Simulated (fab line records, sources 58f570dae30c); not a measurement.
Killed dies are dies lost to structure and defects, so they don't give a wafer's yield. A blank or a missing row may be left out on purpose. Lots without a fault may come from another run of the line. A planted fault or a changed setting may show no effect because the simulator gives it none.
Problem report in the 8D (eight disciplines) form, filled by code | flow berkeley_cmos170 | the parts of the form that need people (team, actions taken, sign-off) are left out

1. THE PROBLEM
M1_AL_RS at UCB170_M1_RS_MEAS_01 reads a mean of 0.0287 ohm/sq on 4 wafers of 2 lots; wafers without a fault read 0.0484 ohm/sq with a standard deviation of 0.00046. That is -43 standard deviations from the usual mean.
The step: measures by four-point-probe.
First seen on wafer L168.3, day 10 21:45, on film_metro-03. The record holds 18 wafers of 6 lots with a number at this step. Rule for "out", or "out of limits": more than 4 standard deviations from the usual mean. The other wafers with a number count as sound.

2. WHAT IT IS AND WHAT IT IS NOT
question                    | is                             | is not
which readings at this step | M1_AL_RS                       | -
which lots                  | L168, L172                     | L159, L164, L176, L177
which wafers of those lots  | L168.3, L168.6, L172.2, L172.5 | L168.4, L172.3
read on which gauges        | film_metro-03, film_metro-04   | film_metro-01
when                        | from day 10 21:45              | up to then (7 sound wafers); but 7 sound wafers of L172, L176, L177 came after

3. SUSPECTS, AND WHAT RULES EACH OUT
Counting: a tool at a process step up to the reading stays a suspect if it ran every lot that is out. Sound lots after the first of them don't rule it out here, since some wafers of a struck lot are sound.
- the gauge at UCB170_M1_RS_MEAS_01: ruled out. The wafers that are out were read on 2 gauges (film_metro-03, film_metro-04).
- rie_diel-01 at UCB170_CONTACT_ETCH_17 (etches BARC in N2/H2): kept. It ran every lot that is out, first L168 (day 10 21:03); its last sound lot up to then is L159 (day 8 11:11).
- rie_diel-01 at UCB170_CONTACT_ETCH_18 (etches PSG in CHF3/CF4/Ar, stops on TiSi2, target depth 840 nm, time 195 s): kept. It ran every lot that is out, first L168 (day 10 21:15); its last sound lot up to then is L159 (day 8 11:21). UCB170_CONTACT_ETCH_18 gives no start for some lots, so the hours and the order of its lots are those of UCB170_CONTACT_STRIP_19.
- plasma_asher-03 at UCB170_CONTACT_STRIP_19 (strips in O2): kept. It ran every lot that is out, first L168 (day 10 21:15).
- pvd_sputter-02 at UCB170_M1_SPUTTER_00 (material Al, target thk 600 nm, time 80 s): kept. It ran every lot that is out, first L168 (day 10 21:39); its last sound lot up to then is L164 (day 9 11:44).
Left after counting: rie_diel-01 at UCB170_CONTACT_ETCH_17, rie_diel-01 at UCB170_CONTACT_ETCH_18, plasma_asher-03 at UCB170_CONTACT_STRIP_19, pvd_sputter-02 at UCB170_M1_SPUTTER_00.

4. THE CAUSE (what the simulator had put in)
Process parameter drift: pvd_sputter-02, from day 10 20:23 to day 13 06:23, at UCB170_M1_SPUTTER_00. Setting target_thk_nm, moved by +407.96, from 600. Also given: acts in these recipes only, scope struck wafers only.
Counting left 4 suspects, and this tool is among them.

5. THE CHAIN OF EFFECTS, in route order
Each row: a reading whose mean over the struck wafers that have a number lies more than 3 standard deviations from the usual. Only readings for which the record gives a usual standard deviation are gone through. hours: the time from each lot's start at the first step in this table that gives one to its start at this step, as a median over the lots. sigmas: the change in usual standard deviations.
hours | step                    | reading              | usual         | on struck wafers | change  | sigmas
0     | UCB170_M1_RS_MEAS_01    | M1_AL_RS             | 0.0484 ohm/sq | 0.0287           | -0.0197 | -43
0     | UCB170_M1_THK_MEAS_02   | M1_AL_THK            | 579 nm        | 970              | +391    | +65
2     | UCB170_M1_METAL_ETCH_12 | oes_product_au       | 0.854 a.u.    | 1.014            | +0.160  | +17
16    | UCB170_M3_PROBE_99      | defect_limited_yield | 98.9 %        | 0.0              | -98.9   | -99 or more
16    | UCB170_M3_PROBE_99      | killed_at_M0_to_M3   | 0.7           | 262.3            | +261.6  | +99 or more
16    | UCB170_M3_PROBE_99      | killed_dies          | 2.9           | 264.0            | +261.1  | +99 or more
16    | UCB170_M3_PROBE_99      | killed_on_rim        | 0.8           | 70.0             | +69.2   | +79
16    | UCB170_M3_PROBE_99      | sort_bin_5_function  | 0.6 %         | 99.4             | +98.8   | +99 or more
16    | UCB170_M3_PROBE_99      | sort_n_pass          | 261.1         | 0.0              | -261.1  | -99 or more
16    | UCB170_M3_PROBE_99      | sort_yield_pct       | 98.9 %        | 0.0              | -98.9   | -99 or more
The process steps in it:
- UCB170_M1_METAL_ETCH_12: etches Al in Cl2/BCl3, stops on PSG, target depth 780 nm, time 130 s.
- UCB170_M3_PROBE_99
Later measuring or inspecting steps at which every struck wafer that the step has a row for has a number for every such reading, and none has moved that far: UCB170_M1_CD_MEAS_09, UCB170_M1_OVL_MEAS_10.

6. WHAT WOULD HAVE CAUGHT IT SOONER
In this record the first reading out of limits at a measuring or inspecting step was taken at day 10 21:45, 1 hour after the fault began at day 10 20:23.
Of the tool readings at UCB170_M1_SPUTTER_00 for which the record gives a usual standard deviation, none was out on any struck wafer, so an alarm limit of 4 standard deviations on them would not have fired.
Of the lots that are out (2), L172 began UCB170_M1_SPUTTER_00 on pvd_sputter-02 after day 10 21:45. A hold on the tool at that time would have spared it.
